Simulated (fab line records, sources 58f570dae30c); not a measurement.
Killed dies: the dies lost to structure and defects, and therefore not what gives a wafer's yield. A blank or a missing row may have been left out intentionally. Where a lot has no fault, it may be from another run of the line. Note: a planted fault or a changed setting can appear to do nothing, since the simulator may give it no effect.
Struck lot and sound lot, side by side -- flow berkeley cmos170 -- 44 out of 331 route steps
Sound: these wafers, L322.1, L322.3, L322.5. Wafers struck: L332.1, L332.5, L332.6. The cause is given at the end.
Per side, at each step with rows, come the tool, then ch with its chambers, and then its first start. Under that, the readings that differ: sound wafers -- struck wafers -- difference of the means -- sigmas: that difference in standard deviations of wafers without a fault.
alike: words and numbers the same on both sides, and readings whose means are apart by under 2 such deviations; not compared: readings that were withheld, readings missing a value for some wafer, numbers with overlapping values and no deviation given by the record, and bounds like >300 which may hide the same value.
A row with sigmas, a row that says differs or no value, or rows on one side alone: a step with any of these is where the two part. Numbers that have no deviation but don't overlap get no sigmas and don't part them. A reading that every wafer of one side lacks parts them only if that side has two wafers or more.

first, 6 steps without rows for these wafers: UCB170_V1_HMDS_06 (prime time 60 s); UCB170_V1_COAT_07 (resist thk 900 nm); UCB170_V1_SOFTBAKE_08 (time 60 s); UCB170_V1_EXPOSE_09 (exposes mask VIA1, target cd 700 nm); UCB170_V1_PEB_10; UCB170_V1_DEVELOP_11 (develop time 45 s).
UCB170_V1_CD_MEAS_12: the cd target is 700 nm.
  struck on cd sem-02, day 10 22:53; sound on cd sem-01, day 8 10:17
  alike: cd nm
UCB170_V1_OVL_MEAS_13:
  struck on overlay-01, day 10 23:01; sound on overlay-01, day 8 10:25
  alike: V1_OVL
UCB170_V1_ETCH_14: etches SiO2 in CHF3/CF4/Ar, stops on Al, target depth 1250 nm, time 291 s.
  sound on rie diel-03 ch 0,2,3, day 8 10:26; struck on rie diel-04 ch 0,3, day 10 23:03
reading,sound,struck,difference,sigmas
drypump motor current A (A),5.7 4.7 5.3,6.2 6.1 6.2,+0.9,+2
  alike: oes product au, throttle valve pct
  not compared: rf hours counter h
UCB170_V1_STRIP_15: strips in O2.
  sound on plasma asher-04 ch 0,1, day 8 10:37; struck on plasma asher-01 ch 0,1, day 10 23:14
reading,sound,struck,difference,sigmas
drypump motor current A (A),6.1 6.7 6.7,4.8 5.5 4.8,-1.5,-2
  alike: oes product au, strip time to endpoint s
  not compared: rf hours counter h
UCB170_V1_CD_MEAS_90: the cd target is 700 nm.
  struck on cd sem-01, day 10 23:20; sound on cd sem-02, day 8 10:43
  alike: cd nm
then, 1 step without rows for these wafers: UCB170_M2_PRE_CLEAN_00 (preclean etch time 60 s).
UCB170_M2_SPUTTER_01: material Al, target thk 900 nm, time 120 s.
  struck on pvd sputter-02, day 10 23:31; sound on pvd sputter-04, day 8 10:55
reading,sound,struck,difference,sigmas
cathode dc power W (W),5999.1 5997.6 5999.9,6128.4 6129.7 6126.4,+129.3,+99 or more
model.Al_of_M2_SPUTTER_01.thk nm (nm),897.6 902.4 907.3,921.5 927.8 917.4,+19.8,
  alike: throttle valve pct
UCB170_M2_RS_MEAS_02: the measuring method here is four-point-probe.
  struck on film metro-02, day 10 23:37; sound on film metro-02, day 8 10:59
reading,sound,struck,difference,sigmas
M2_AL_RS (ohm/sq),0.0322 0.0320 0.0319,0.0314 0.0311 0.0315,-0.0007,-2
UCB170_M2_THK_MEAS_03: measures by xrf.
  struck on film metro-02, day 10 23:44; sound on film metro-02, day 8 11:07
  alike: M2_AL_THK
then, 3 steps without rows for these wafers: UCB170_M2_HMDS_04 (prime time 60 s); UCB170_M2_COAT_05 (resist thk 900 nm); UCB170_M2_SOFTBAKE_06 (time 60 s).
UCB170_M2_STRIP_07: strips in O2.
  sound on plasma asher-01 ch 0,1, day 8 12:29; struck on plasma asher-03 ch 0,1, day 11 00:40
  alike: drypump motor current A, oes product au, strip time to endpoint s
  not compared: rf hours counter h
then, 7 steps without rows for these wafers: UCB170_M2_STRIP_08 (strips KrF in DMSO, time 600 s); UCB170_M2_COAT_09; UCB170_M2_COAT_10 (resist thk 900 nm); UCB170_M2_SOFTBAKE_11 (time 60 s); UCB170_M2_EXPOSE_12 (exposes mask METAL2, target cd 700 nm); UCB170_M2_PEB_13; UCB170_M2_DEVELOP_14 (develop time 45 s).
UCB170_M2_CD_MEAS_15: the cd target is 700 nm.
  struck on cd sem-02, day 11 02:58; sound on cd sem-01, day 8 15:47
  alike: cd nm
UCB170_M2_OVL_MEAS_16:
  struck on overlay-02, day 11 03:05; sound on overlay-02, day 8 15:55
  alike: M2_OVL
then, 1 step without rows for these wafers: UCB170_M2_ETCH_17 (etches BARC in N2/H2).
UCB170_M2_METAL_ETCH_18: etches Al in Cl2/BCl3, stops on SiO2, target depth 1170 nm, time 195 s.
  sound on rie metal-02 ch 0,1, day 8 15:59; struck on rie metal-02 ch 0,1, day 11 03:10
reading,sound,struck,difference,sigmas
model.etch.depth nm (nm),897.6 902.4 907.3,921.5 927.8 917.4,+19.8,
model.M2.feature depth nm (nm),953.7 959.5 964.4,977.6 984.5 973.5,+19.3,
  alike: bcl3 flow sccm, bias w, drypump motor current A, oes product au, throttle valve pct
  not compared: rf hours counter h
UCB170_M2_STRIP_19: strips in O2.
  sound on plasma asher-01 ch 1, day 8 16:10; struck on plasma asher-03 ch 0,1, day 11 03:21
  alike: drypump motor current A, oes product au
  not compared: rf hours counter h
UCB170_M2_CD_MEAS_90: the cd target is 700 nm.
  struck on cd sem-01, day 11 03:37; sound on cd sem-01, day 8 16:16
  alike: cd nm
then, 1 step without rows for these wafers: UCB170_V2_CVD_00 (deposits SiO2 from TEOS/O2, target thk 2000 nm, time 250 s).
UCB170_V2_THK_MEAS_01:
  struck on film metro-02, day 11 03:54; sound on film metro-03, day 8 16:33
  alike: V2_TEOS_THK
UCB170_V2_CMP_02: polishes SiO2.
  sound on cmp-01 ch 0,2,3, day 8 16:40; struck on cmp-01 ch 0,1,3, day 11 04:07
  alike: motor current A, slurry flow ml min
UCB170_V2_BOW_MEAS_03:
  struck on film metro-03, day 11 04:16; sound on film metro-02, day 8 16:55
  alike: V2_BOW
UCB170_V2_THK_MEAS_04:
  struck on film metro-03, day 11 04:23; sound on film metro-02, day 8 17:02
  alike: V2_POLISHED_THK
then, 5 steps without rows for these wafers: UCB170_V2_CLEAN_05 (cleans in DIW); UCB170_V2_HMDS_06 (prime time 60 s); UCB170_V2_COAT_07 (resist thk 900 nm); UCB170_V2_SOFTBAKE_08 (time 60 s); UCB170_V2_EXPOSE_09 (exposes mask VIA2, target cd 700 nm).
UCB170_V2_ETCH_14: etches SiO2 in CHF3/CF4/Ar, stops on Al, target depth 1250 nm, time 291 s.
  sound on rie diel-04 ch 0,2, day 8 21:25; struck on rie diel-04 ch 2,3, day 11 06:17
reading,sound,struck,difference,sigmas
model.Al_of_M2_SPUTTER_01.thk nm (nm),897.6 902.4 907.3,921.5 927.5 917.4,+19.7,
  alike: drypump motor current A, oes product au, throttle valve pct
  not compared: rf hours counter h
UCB170_M3_PROBE_99:
  sound wafers here have rows in the record (prober-01, day 9 03:19); struck ones have none

WHERE THEY PART
At UCB170_V1_ETCH_14 first; at UCB170_M3_PROBE_99 last (within this record only).

WHY: what had been put in by the simulator
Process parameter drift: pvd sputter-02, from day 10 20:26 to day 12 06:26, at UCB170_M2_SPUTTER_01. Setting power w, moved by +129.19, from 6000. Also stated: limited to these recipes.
